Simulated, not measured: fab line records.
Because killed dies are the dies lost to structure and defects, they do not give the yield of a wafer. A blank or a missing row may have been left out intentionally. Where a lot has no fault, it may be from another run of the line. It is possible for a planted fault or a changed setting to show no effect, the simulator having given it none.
Which tool is to blame?	flow berkeleyCmos170	7 lots, 21 wafers sampled, at 2 steps of a route of 331

== WHAT EACH GAUGE READ, for each wafer ==
UCB170_V1_THK_MEAS_04.
lot	measured	on	V1_POLISHED_THK (nm)
L571	day 7 11:16	filmMetro-03	1001.6 1001.8 1000.5
L572	day 8 00:11	filmMetro-03	999.6 998.6 1000.6
L575	day 8 10:08	filmMetro-01	998.8 1001.3 999.9
L577	day 9 10:44	filmMetro-01	1000.5 1001.2 1000.9
L580	day 10 00:11	filmMetro-03	1000.8 1001.6 1000.2
L587	day 10 23:56	filmMetro-03	999.4 999.6 1000.9
L592	day 12 03:55	filmMetro-04	1000.9 999.4 999.7

== EACH LOT AND THE TOOL THAT RAN IT (in order: tool; ch and the chambers of the sampled wafers; start) ==
lot	UCB170_M1_SPUTTER_00
L571	pvdSputter-03, day 7 03:16
L572	pvdSputter-03, day 7 15:32
L575	pvdSputter-04, day 8 04:25
L577	pvdSputter-04, day 9 02:41
L580	pvdSputter-01, day 9 19:03
L587	pvdSputter-04, day 10 19:14
L592	pvdSputter-03, day 11 21:01
- UCB170_M1_SPUTTER_00: material Al, target thk 600 nm, time 80 s.

== THE ANSWER, worked out from the rows above alone ==
Rule: usual is defined by the lots themselves. The widest of any qualifying gaps counts: lots, ordered by their means at a reading, are off when they make up no more than a third of the lots, leave a main group of 4 or more, and stand apart from it by 3 or more times the standard deviation of that group's means. A main group is skipped when, at the precision printed for the reading in the tables above, its means are all equal. Also off: a lot with no number at a reading for which 4 or more lots have one. The other lots that the step has rows for count as sound.
Nothing can be told from this: no lot is off at any reading shown.

== WHAT THE SIMULATOR PUT IN ==
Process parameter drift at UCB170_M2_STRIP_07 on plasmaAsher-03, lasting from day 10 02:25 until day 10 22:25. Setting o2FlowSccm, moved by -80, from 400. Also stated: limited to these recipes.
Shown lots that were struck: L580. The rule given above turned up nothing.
